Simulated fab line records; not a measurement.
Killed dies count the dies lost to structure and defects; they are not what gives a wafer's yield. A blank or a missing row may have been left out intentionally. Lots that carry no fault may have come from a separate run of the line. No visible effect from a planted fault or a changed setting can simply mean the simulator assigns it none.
Struck lot and sound lot, side by side    flow berkeleyCmos170    29 steps out of a route of 331
Sound: these wafers, L895.2, L895.4, L895.6. The struck wafers were L893.1, L893.4, L893.5. The cause is given at the end.
Each step with rows lists, per side, the tool, then ch with its chambers, then its first start. Under that, the readings that differ: sound wafers    struck wafers    difference of the means    sigmas: that difference in standard deviations of wafers without a fault.
alike: same words and numbers on both sides, and readings whose means sit less than 2 such deviations apart. not compared: any withheld reading, any reading some wafer has no value for, any bound like >300 that may hide the same value, and any number with overlapping values for which the record gives no deviation.
A row with sigmas, a row that says differs or no value, or rows on one side alone: a step with any of these is where the two part. Numbers that have no deviation but don't overlap get no sigmas and don't part them. A reading missing from all wafers of one side parts the sides only when that side holds two or more wafers.

first, 6 steps without rows for these wafers: UCB170_PVT_HMDS_00 (prime time 60 s); UCB170_PVT_COAT_01 (resist thk 900 nm); UCB170_PVT_SOFTBAKE_02 (time 60 s); UCB170_PVT_EXPOSE_03 (exposes mask NWELL, target cd 3000 nm); UCB170_PVT_PEB_04; UCB170_PVT_DEVELOP_05 (develop time 45 s).
UCB170_PVT_OVL_MEAS_06:
  struck on overlay-02, day 8 17:13; sound on overlay-01, day 9 05:22
  alike: PVT_OVL
next, for these wafers, 1 step has no rows: UCB170_PVT_IMPLANT_07.
UCB170_PVT_STRIP_08: strips in O2.
  sound on plasmaAsher-01 ch 0,1, day 9 05:32; struck on plasmaAsher-02 ch 0,1, day 8 17:24
reading                   sound        struck       difference  sigmas
drypumpMotorCurrentA (A)  5.2 5.1 5.2  6.6 6.1 6.6  +1.3        +3
  alike: oesProductAu, stripTimeToEndpointS
  not compared: rfHoursCounterH
UCB170_PVT_TW_MEAS_09:
  struck on filmMetro-01, day 8 17:30; sound on filmMetro-03, day 9 05:39
  alike: PVT_TW
then, 1 step without rows for these wafers: UCB170_GATE_WET_ETCH_00 (etches SiO2 in dHF, time 200 s).
UCB170_FIELD_THK_MEAS_91:
  struck on filmMetro-02, day 8 17:38; sound on filmMetro-02, day 9 05:47
  alike: FIELD_OXIDE_LEFT_2_THK
UCB170_GATE_OXIDATION_01: target thk 6.6 nm, ox time 1800 s.
  sound on furnace-01 ch 0, day 9 09:01; struck on furnace-02 ch 0, day 8 22:13
reading                                     sound                struck                difference  sigmas
spikeTcCentreC (C)                          851.3 851.0 853.3    840.9 840.1 841.0     -11.2       -7
spikeTcLoadC (C)                            872.5 870.7 870.3    856.7 854.2 855.5     -15.7       -8
spikeTcSourceC (C)                          874.6 875.3 876.3    854.7 854.1 856.3     -20.4       -7
tubeCenterTempC (C)                         850.03 849.9 849.99  836.06 835.95 835.92  -14.00      -99 or more
tube_center_temp_C_max                      852.3 852.6 852.3    838.2 838.3 838.0     -14.2       -37
model.SiO2_of_GATE_OXIDATION_01.thkNm (nm)  6.972 6.936 7.019    5.515 5.441 5.561     -1.470      
UCB170_GATE_THK_MEAS_02:
  struck on filmMetro-02, day 8 23:43; sound on filmMetro-02, day 9 10:32
reading              sound           struck          difference  sigmas
GATE_OXIDE_THK (nm)  7.01 6.99 7.04  5.47 5.38 5.54  -1.55       -9
then, 2 steps without rows for these wafers: UCB170_GATE_ANNEAL_03 (time 1800 s); UCB170_GATE_CVD_04 (deposits poly-Si from SiH4, time 1440 s, target thk 214 nm).
UCB170_GATE_THK_MEAS_05:
  struck on filmMetro-03, day 9 07:02; sound on filmMetro-04, day 9 16:35
  alike: GATE_POLY_THK
then, 6 steps without rows for these wafers: UCB170_GATE_COAT_06; UCB170_GATE_COAT_07 (resist thk 900 nm); UCB170_GATE_SOFTBAKE_08 (time 60 s); UCB170_GATE_EXPOSE_09 (exposes mask POLY, target cd 350 nm); UCB170_GATE_PEB_10; UCB170_GATE_DEVELOP_11 (develop time 45 s).
UCB170_GATE_CD_MEAS_12: the cd target is 350 nm.
  struck on cdSem-01, day 9 08:48; sound on cdSem-01, day 9 17:49
  alike: cdNm
UCB170_GATE_OVL_MEAS_13:
  struck on overlay-02, day 9 08:55; sound on overlay-02, day 9 17:56
reading        sound        struck  difference  sigmas
GATE_OVL (nm)  -12 -12 -11  2 9 6   +17         +3
UCB170_GATE_ETCH_14: etches BARC in N2/H2.
  sound on rieDiel-02 ch 1,2, day 9 17:58; struck on rieDiel-02 ch 0,3, day 9 08:57
  alike: biasW, drypumpMotorCurrentA, h2FlowSccm, oesProductAu, throttleValvePct
UCB170_GATE_ETCH_15: etches poly-Si in HBr/Cl2, stops on SiO2, time 56.3 s, target depth 278.2 nm.
  sound on rieSi-02 ch 1,2,3, day 9 18:00; struck on rieSi-01 ch 0,2, day 9 08:59
reading                                     sound              struck             difference  sigmas
model.SiO2_of_GATE_OXIDATION_01.thkNm (nm)  6.972 6.908 6.956  5.515 5.441 5.561  -1.440      
  alike: biasW, drypumpMotorCurrentA, oesProductAu, throttleValvePct
  not compared: rfHoursCounterH
UCB170_GATE_STRIP_16: strips in O2.
  sound on plasmaAsher-03 ch 0,1, day 9 18:03; struck on plasmaAsher-02 ch 1, day 9 09:02
  alike: drypumpMotorCurrentA, oesProductAu
  not compared: rfHoursCounterH
UCB170_M3_PROBE_99:
  the record holds rows for the sound wafers here (prober-02, day 11 09:46) but none for the struck ones

== WHERE THEY PART ==
First at UCB170_PVT_STRIP_08; last, within this record, at UCB170_M3_PROBE_99.

WHY: what the simulator had put in
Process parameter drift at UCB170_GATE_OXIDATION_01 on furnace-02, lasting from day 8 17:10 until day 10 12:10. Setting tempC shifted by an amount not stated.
